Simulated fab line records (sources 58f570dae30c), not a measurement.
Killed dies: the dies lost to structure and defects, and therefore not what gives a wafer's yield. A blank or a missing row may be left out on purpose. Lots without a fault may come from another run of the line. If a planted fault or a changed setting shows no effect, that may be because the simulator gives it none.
Which tool was responsible? ; flow berkeley_cmos170 ; Sampling: 7 lots, 21 wafers, 2 of 331 route steps

== WHAT THE GAUGES READ, wafer by wafer ==
UCB170_PLDD_TW_MEAS_11.
lot;measured;on;PLDD_TW
L661;day 7 16:03;film_metro-02;1035 1034 1032
L665;day 8 16:26;film_metro-04;953 960 961
L670;day 9 10:53;film_metro-02;1018 1015 1015
L669;day 9 11:21;film_metro-04;949 952 947
L675;day 10 15:14;film_metro-02;1029 1027 1026
L677;day 11 12:41;film_metro-04;1013 1012 1010
L682;day 12 00:20;film_metro-02;1029 1027 1027

== TOOL THAT RAN EACH LOT (tool first, then ch and the chambers of the sampled wafers, then the start) ==
lot;UCB170_PLDD_IMPLANT_08
L661;implanter-03 ch 0, day 7 15:41
L665;implanter-01 ch 0, day 8 16:03
L670;implanter-03 ch 0, day 9 10:31
L669;implanter-01 ch 0, day 9 10:58
L675;implanter-03 ch 0, day 10 14:52
L677;implanter-02 ch 0, day 11 12:20
L682;implanter-02 ch 0, day 11 23:56
- UCB170_PLDD_IMPLANT_08

== THE ANSWER, worked out from the rows above alone ==
Rule: the lots themselves supply what counts as usual. Put in order of their means at a reading, lots are off if they are a third of the lots or fewer, leave a main group of 4 or more, and stand apart from it by a gap of 3 or more times the standard deviation of the main group's means; of several such gaps the widest counts. The tables above print the reading to a certain number of digits; a main group whose means all agree to those digits is not used. Also off: a lot with no number at a reading for which 4 or more lots have one. All remaining lots with rows at the step are treated as sound.
Off: L665, L669, at UCB170_PLDD_TW_MEAS_11 (PLDD_TW). The main group has a mean of 1023 with a standard deviation of 8.1.
If a tool, at a process step before that reading, ran all the lots that are off and no sound lot after the first of them, it fits. The gauges at UCB170_PLDD_TW_MEAS_11 are tried like those tools. One fits: implanter-01 at UCB170_PLDD_IMPLANT_08. It ran no sound lot before its first lot that is off in this sample, so the start can't be narrowed down.

== WHAT THE SIMULATOR HAD INSERTED ==
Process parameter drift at UCB170_PLDD_IMPLANT_08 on implanter-01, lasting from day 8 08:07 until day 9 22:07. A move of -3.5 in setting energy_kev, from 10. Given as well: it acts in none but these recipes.
Lots struck among those shown: L665, L669. The same result came from the rule above.
